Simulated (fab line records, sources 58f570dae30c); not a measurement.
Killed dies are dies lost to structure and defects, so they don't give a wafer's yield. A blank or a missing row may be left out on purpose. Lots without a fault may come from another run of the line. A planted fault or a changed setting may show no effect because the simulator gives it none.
Chamber matching | flow berkeley_cmos170 | UCB170_M1_ETCH_11 on rie_diel-04: 4 sister chambers
The step etches BARC in N2/H2. 16 wafers are shown with their chamber, then 8 later ones without.

WAFERS WITH THEIR CHAMBER
wafer  | chamber | drypump_motor_current_A (A) | throttle_valve_pct (%) | oes_product_au (a.u.)
L088.1 | 1       | 5.5                         | 13.51                  | 0.979
L088.2 | 0       | 5.8                         | 13.14                  | 1.020
L088.3 | 2       | 5.1                         | 13.08                  | 1.014
L088.4 | 3       | 5.1                         | 13.22                  | 1.012
L088.5 | 3       | 5.1                         | 13.23                  | 1.007
L088.6 | 2       | 5.1                         | 13.06                  | 1.013
L094.1 | 3       | 5.1                         | 13.22                  | 1.006
L094.2 | 0       | 5.7                         | 13.14                  | 1.024
L094.3 | 1       | 5.5                         | 13.53                  | 0.973
L094.4 | 2       | 5.1                         | 13.10                  | 1.019
L094.5 | 0       | 5.7                         | 13.13                  | 1.027
L094.6 | 1       | 5.5                         | 13.50                  | 0.978
L096.1 | 3       | 5.1                         | 13.22                  | 1.008
L096.2 | 0       | 5.7                         | 13.14                  | 1.022
L096.3 | 1       | 5.5                         | 13.51                  | 0.980
L096.4 | 2       | 5.1                         | 13.07                  | 1.014

SIGNATURES (means of the wafers above)
reading                 | chamber 0 | chamber 1 | chamber 2 | chamber 3 | scatter within a chamber
drypump_motor_current_A | 5.725     | 5.500     | 5.100     | 5.100     | 0.025
throttle_valve_pct      | 13.1375   | 13.5125   | 13.0775   | 13.2225   | 0.0112
oes_product_au          | 1.02325   | 0.97750   | 1.01500   | 1.00825   | 0.00287
Rule: a wafer's distance from a chamber is the root of the sum, over the readings, of the square of ((its reading less the chamber's mean) divided by the reading's scatter). The wafer belongs to the nearest chamber; if the next one is less than 2 further off, it can't be placed. The scatter: the root of (the sum of the squares of (reading less its chamber's mean) over the shown wafers, divided by (wafers less chambers)).

WAFERS WITHOUT THEIR CHAMBER
wafer  | drypump_motor_current_A (A) | throttle_valve_pct (%) | oes_product_au (a.u.)
L096.5 | 5.7                         | 13.14                  | 1.026
L096.6 | 5.1                         | 13.23                  | 1.010
L095.1 | 5.1                         | 13.08                  | 1.021
L095.2 | 5.7                         | 13.14                  | 1.030
L095.3 | 5.5                         | 13.51                  | 0.980
L095.4 | 5.1                         | 13.22                  | 1.012
L095.5 | 5.5                         | 13.51                  | 0.975
L095.6 | 5.7                         | 13.12                  | 1.022

WHICH CHAMBER EACH WENT THROUGH
wafer  | from the rows above | in truth
L096.5 | 0                   | 0
L096.6 | 3                   | 3
L095.1 | 2                   | 2
L095.2 | 0                   | 0
L095.3 | 1                   | 1
L095.4 | 3                   | 3
L095.5 | 1                   | 1
L095.6 | 0                   | 0
Placed correctly: 8 of 8. Can't be placed from these rows: 0. Placed wrongly: 0.
